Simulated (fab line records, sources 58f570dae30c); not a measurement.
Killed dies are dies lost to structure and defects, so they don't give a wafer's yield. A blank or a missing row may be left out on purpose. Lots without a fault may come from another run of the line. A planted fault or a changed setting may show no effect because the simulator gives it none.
One fault seen from 2 desks | flow berkeley_cmos170 | each desk has only its own numbers; what lay behind them comes last

THE METROLOGY DESK
What the gauges read, lot by lot, whatever tool the lot ran on: means of the sampled wafers that have a number. A lot is out of limits, marked OUT, if its mean lies more than 4 standard deviations from the usual mean; the brackets give that distance.
Columns: A = V1_TEOS_THK at UCB170_V1_THK_MEAS_01, usual 2003 nm
lot  | first seen here | A
L916 | day 8 08:08     | 2015
L918 | day 8 09:29     | 2019
L917 | day 8 11:44     | 1979
L920 | day 9 12:00     | 2015
L923 | day 9 15:02     | 2016
L922 | day 9 16:23     | 1992
L925 | day 9 23:57     | 2009
L924 | day 10 01:18    | 1982
L927 | day 10 11:49    | 1988
L928 | day 10 13:09    | 2004
L930 | day 11 05:22    | 1988
L932 | day 11 06:43    | 2027
L937 | day 12 07:39    | 2542 (+22) OUT
L938 | day 12 23:22    | 2537 (+22) OUT
This desk's finding: out of limits on L937, L938; first on L937, day 12 07:39 (V1_TEOS_THK at UCB170_V1_THK_MEAS_01). In limits: L916, L918, L917, L920, L923, L922, L925, L924, L927, L928, L930, L932.

THE TOOL OWNER'S DESK: pecvd-01
The tool's own readings at UCB170_V1_CVD_00 (deposits SiO2 from TEOS/O2, target thk 2000 nm, time 250 s): means of the sampled wafers that have a number, for each lot that ran on this tool. A lot is out of limits, marked OUT, if its mean lies more than 4 standard deviations from the usual mean; the brackets give that distance.
Columns: A = heater_power_w at UCB170_V1_CVD_00, usual 252 W
lot  | first seen here | A
L916 | day 8 07:59     | 256
L920 | day 9 11:51     | 272
L925 | day 9 23:47     | 231
L928 | day 10 12:59    | 248
L932 | day 11 06:37    | 231
L937 | day 12 07:32    | 199
L938 | day 12 23:13    | 217
This desk's finding: nothing out of limits on any of the 7 lots.

PUT TOGETHER
The metrology desk could have raised an alarm at day 12 07:39, on L937, L938.
The tool owner's desk saw nothing out of limits.
The tool owner's desk has L937, L938 on record, within its limits.
Of the lots named, all ran UCB170_V1_CVD_00 on pecvd-01.

WHAT THE SIMULATOR HAD PUT IN
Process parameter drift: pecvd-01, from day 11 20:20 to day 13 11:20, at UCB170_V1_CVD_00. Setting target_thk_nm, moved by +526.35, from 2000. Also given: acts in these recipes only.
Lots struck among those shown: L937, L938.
Hours from the fault's start to each desk's first reading out of limits: the metrology desk, 11.
